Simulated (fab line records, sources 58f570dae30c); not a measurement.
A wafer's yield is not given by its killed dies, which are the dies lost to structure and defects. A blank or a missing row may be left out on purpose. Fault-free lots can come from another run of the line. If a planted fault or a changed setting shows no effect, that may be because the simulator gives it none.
fab line records | flow berkeleyCmos170
[record] lots = 6 | wafers = 18 | lastDay = 12
route steps=331 shown SACOX@99 SCREENOX@100 NVT@104
lots untouched by any fault: they come from a run of this same line in which no faults occurred
startH: hours from the record's opening day to when the first of the lot's shown wafers began | waitH: hours since the lot's step before | " repeats the value in the row above | L1.1+2: a row that stands for several wafers | - no value, or no start was given | * or withheld: withheld | < > ~ a bound
route shown NAME@n: names a module that has steps shown in the file, with the first one's number in the route | usual: mean/standard deviation taken from wafers without a fault | same: alike in all rows | chamber/n: place in a boat | sites: each site's reading | _std_site: the standard deviation of these | _edge_site: the outer-site mean with the inner-site mean subtracted | radiusMm: how far each site lies from the wafer's centre | mask NAME#n: copy n | behind: tool/chamber where the wafer was last shaped | hold: reason for holding the lot/hours on hold/outcome of the hold | device: which transistor (n, p or np) failed to switch | end of line: the route-end tests of the same wafers | for a step that has no rows: nothing shown but its recipe | killed: at the first sort, the dies lost to defects and structure; wafer yield is something else | map: shows each die of a wafer: x if killed, . if not, _ if none is there
set.NAME: the setting the step ran with; set.NAME@STEP: the setting that earlier step ran with | model.NAME: the simulator's own value behind a step, which no gauge read
lots seen at some steps along the route; tables by step, rows by wafer
services: a tool's chamber out of use, with start hour (startH, from the record's first day; less than 0 if before it), hours out, and reason
[[steps]]
[step UCB170_SACOX_THK_MEAS_02]
[recipe] reads = SiO2_of_SACOX_OXIDATION_01
[usual] SACOX_OXIDE_THK = 14.27/0.24
lot.wafer | tool         | chamber | startH | waitH | SACOX_OXIDE_THK[nm]
L747.3    | filmMetro-01 | -       | 137.31 | 0.0   | 14.02
L747.4    | "            | -       | "      | "     | 13.69
L747.6    | "            | -       | "      | "     | 13.82
L758.3    | filmMetro-01 | -       | 193.91 | 0.0   | 14.82
L758.5    | "            | -       | "      | "     | 14.70
L758.6    | "            | -       | "      | "     | 14.66
L761.1    | filmMetro-03 | -       | 203.92 | 0.0   | 13.97
L761.2    | "            | -       | "      | "     | 13.80
L761.5    | "            | -       | "      | "     | 13.78
L762.1    | filmMetro-02 | -       | 203.92 | 0.0   | 14.26
L762.4    | "            | -       | "      | "     | 14.21
L762.6    | "            | -       | "      | "     | 14.19
L765.2    | filmMetro-01 | -       | 221.78 | 0.0   | 14.37
L765.5    | "            | -       | "      | "     | 14.70
L765.6    | "            | -       | "      | "     | 14.49
L763.1    | filmMetro-01 | -       | 221.83 | 0.1   | 14.61
L763.2    | "            | -       | "      | "     | 14.42
L763.6    | "            | -       | "      | "     | 14.45
[step UCB170_SCREENOX_WET_ETCH_00]
[recipe] chemistry = dHF | dilution = 25:1 | target = SiO2 | tempC = 25 | timeS = 200
[step UCB170_SCREENOX_OXIDATION_01]
[recipe] tempC = 900 | ambient = O2 | targetThkA = 144 | oxTimeS = 2400
[step UCB170_SCREENOX_THK_MEAS_02]
[recipe] reads = SiO2_of_SCREENOX_OXIDATION_01
[usual] SCREENOX_OXIDE_THK = 14.29/0.26
lot.wafer | tool         | chamber | startH | waitH | SCREENOX_OXIDE_THK[nm]
L747.3    | filmMetro-04 | -       | 145.53 | 0.0   | 14.45
L747.4    | "            | -       | "      | "     | 14.46
L747.6    | "            | -       | "      | "     | 14.45
L758.3    | filmMetro-02 | -       | 197.84 | 0.0   | 14.05
L758.5    | "            | -       | "      | "     | 14.11
L758.6    | "            | -       | "      | "     | 13.92
L761.1    | filmMetro-03 | -       | 209.50 | 0.0   | 14.04
L761.2    | "            | -       | "      | "     | 14.30
L761.5    | "            | -       | "      | "     | 14.20
L762.1    | filmMetro-02 | -       | 209.50 | 0.0   | 14.15
L762.4    | "            | -       | "      | "     | 14.25
L762.6    | "            | -       | "      | "     | 14.49
L763.1    | filmMetro-02 | -       | 224.94 | 0.0   | 14.08
L763.2    | "            | -       | "      | "     | 14.12
L763.6    | "            | -       | "      | "     | 14.30
L765.2    | filmMetro-03 | -       | 224.95 | 0.0   | 14.26
L765.5    | "            | -       | "      | "     | 14.35
L765.6    | "            | -       | "      | "     | 14.45
[step UCB170_SCREENOX_ANNEAL_03]
[recipe] tempC = 900 | timeS = 900 | ambient = N2
[step UCB170_NVT_HMDS_00]
[recipe] primeTimeS = 60 | primeTempC = 100
[step UCB170_NVT_COAT_01]
[recipe] resist = KrF | spinRpm = 1500 | resistThkNm = 900
[step UCB170_NVT_SOFTBAKE_02]
[recipe] resist = KrF | tempC = 130 | timeS = 60
[step UCB170_NVT_EXPOSE_03]
[recipe] maskId = PWELL | targetCdNm = 3000 | na = 0.5 | sigmaOuter = 0.6 | sourceShape = conventional | doseMj = 30
[step UCB170_NVT_PEB_04]
[recipe] pebTempC = 130 | pebTimeS = withheld | resist = KrF
[step UCB170_NVT_DEVELOP_05]
[recipe] developer = TMAH | developTimeS = 45 | resist = KrF | devTempC = 21
[step UCB170_NVT_OVL_MEAS_06]
[usual] NVT_OVL = -4/5.5
lot.wafer | tool       | chamber | startH | waitH | NVT_OVL[nm]
L747.3    | overlay-02 | -       | 158.46 | -     | -3
L747.4    | "          | -       | "      | "     | -1
L747.6    | "          | -       | "      | "     | -5
L758.3    | overlay-02 | -       | 202.04 | -     | -4
L758.5    | "          | -       | "      | "     | -5
L758.6    | "          | -       | "      | "     | -16
L762.1    | overlay-02 | -       | 216.15 | -     | -15
L762.4    | "          | -       | "      | "     | -11
L762.6    | "          | -       | "      | "     | -14
L761.1    | overlay-01 | -       | 216.26 | -     | 6
L761.2    | "          | -       | "      | "     | -5
L761.5    | "          | -       | "      | "     | 2
L763.1    | overlay-02 | -       | 230.95 | -     | -7
L763.2    | "          | -       | "      | "     | 2
L763.6    | "          | -       | "      | "     | 3
L765.2    | overlay-01 | -       | 231.05 | -     | -7
L765.5    | "          | -       | "      | "     | -9
L765.6    | "          | -       | "      | "     | -5
[step UCB170_NVT_IMPLANT_07]
[recipe] species = BF2 | doseCm2 = 3e+12 | energyKev = 50 | tiltDeg = 7
[usual] beamEnergyKeV = 49.997/0.016
lot.wafer | tool         | chamber | startH | waitH | beamEnergyKeV | model.implant.rpNm | model.implant.drpNm
L747.3    | implanter-02 | 0       | 158.53 | 0.1   | 49.975        | 37.08              | 18.57
L747.4    | "            | 0       | "      | "     | 49.990        | 37.08              | 18.57
L747.6    | "            | 0       | "      | "     | 49.997        | 37.08              | 18.57
L758.3    | implanter-02 | 0       | 202.12 | 0.1   | 51.663        | 36.36              | 19.01
L758.5    | "            | 0       | "      | "     | 51.657        | 36.36              | 19.01
L758.6    | "            | 0       | "      | "     | 51.700        | 36.36              | 19.01
L762.1    | implanter-03 | 0       | 216.18 | 0.0   | 50.001        | 37.31              | 18.57
L762.4    | "            | 0       | "      | "     | 50.009        | 37.31              | 18.57
L762.6    | "            | 0       | "      | "     | 49.972        | 37.31              | 18.57
L761.1    | implanter-02 | 0       | 216.30 | 0.0   | 51.660        | 38.54              | 19.01
L761.2    | "            | 0       | "      | "     | 51.646        | 38.54              | 19.01
L761.5    | "            | 0       | "      | "     | 51.632        | 38.54              | 19.01
L763.1    | implanter-04 | 0       | 230.98 | 0.0   | 50.027        | 37.2               | 18.57
L763.2    | "            | 0       | "      | "     | 50.020        | 37.2               | 18.57
L763.6    | "            | 0       | "      | "     | 50.002        | 37.2               | 18.57
L765.2    | implanter-03 | 0       | 231.11 | 0.0   | 49.984        | 35.92              | 18.57
L765.5    | "            | 0       | "      | "     | 49.981        | 35.92              | 18.57
L765.6    | "            | 0       | "      | "     | 49.975        | 35.92              | 18.57
[step UCB170_NVT_STRIP_08]
[recipe] chemistry = O2 | powerW = 400 | pressureMtorr = 3500 | platenTempC = withheld | o2FlowSccm = 400 | overashFraction = 0.5
[usual] drypumpMotorCurrentA = 5.58/0.22 | oesProductAu = 0.734/0.0044 | stripTimeToEndpointS = 21.63/0.053
lot.wafer | tool           | chamber | startH | waitH | drypumpMotorCurrentA | oesProductAu | rfHoursCounterH | stripTimeToEndpointS
L747.3    | plasmaAsher-03 | 1       | 158.67 | 0.1   | 5.66                 | 0.733        | -               | 21.67
L747.4    | "              | 0       | "      | "     | 5.55                 | 0.732        | -               | 21.70
L747.6    | "              | 0       | "      | "     | 5.54                 | 0.733        | -               | 21.68
L758.3    | plasmaAsher-02 | 0       | 202.25 | 0.1   | 5.11                 | 0.742        | -               | 21.61
L758.5    | "              | 0       | "      | "     | 5.12                 | 0.734        | -               | 21.59
L758.6    | "              | 1       | "      | "     | 5.65                 | 0.736        | -               | 21.62
L762.1    | plasmaAsher-03 | 0       | 216.33 | 0.1   | 5.54                 | 0.740        | 48              | 21.62
L762.4    | "              | 1       | "      | "     | 5.67                 | 0.741        | -               | 21.63
L762.6    | "              | 1       | "      | "     | 5.70                 | 0.732        | -               | 21.63
L761.1    | plasmaAsher-02 | 1       | 216.45 | 0.1   | 5.68                 | 0.726        | 11              | 21.57
L761.2    | "              | 0       | "      | "     | 5.11                 | 0.724        | 11              | 21.66
L761.5    | "              | 0       | "      | "     | 5.11                 | 0.737        | -               | 21.60
L763.1    | plasmaAsher-02 | 1       | 231.13 | 0.1   | 5.65                 | 0.738        | 13              | 21.60
L763.2    | "              | 0       | "      | "     | 5.12                 | 0.741        | 13              | 21.53
L763.6    | "              | 0       | "      | "     | 5.12                 | 0.732        | -               | 21.63
L765.2    | plasmaAsher-03 | 0       | 231.23 | 0.1   | 5.56                 | 0.733        | 49              | 21.57
L765.5    | "              | 0       | "      | "     | 5.55                 | 0.733        | -               | 21.62
L765.6    | "              | 1       | "      | "     | 5.67                 | 0.732        | -               | 21.51
[[services]]
tool           | chamber | startH | hours | kind
plasmaAsher-02 | -       | 150.08 | 3.2   | repair
implanter-03   | -       | 150.79 | 27.0  | pm
implanter-02   | -       | 178.78 | 2.4   | repair
implanter-02   | -       | 206.49 | 4.5   | pm
[[key]]
[firstSign] step = UCB170_NVT_IMPLANT_07 | reading = beamEnergyKeV | direction = up | sigmas = 99+ | usual = 49.997 | struck = 51.659
effect none on later readings
[modelEffect] step = UCB170_NVT_IMPLANT_07 | value = implant.rpNm | without = 36.26 | struck = 37.45
metAt UCB170_NVT_IMPLANT_07
struckWafers L758.3,L758.5,L758.6,L761.1,L761.2,L761.5
testerLeftOut L758,L761
onsetBetween 158.53 202.12
[fault] kind = processParameterDrift | tool = implanter-02 | chamber = - | onsetH = 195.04 | steps = UCB170_NVT_IMPLANT_07 | channel = energyKev | offset = 1.6551 | shape = step | endH = 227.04 | actsIn = theseRecipesOnly | stated = 50
// testerLeftOut: of these lots the tester's yield and bins aren't shown, on N5 and GAA mostly nor the transistor test; their killed dies are dies lost to structure and defects alone, not to doping, threshold or leakage, so they don't give the yield
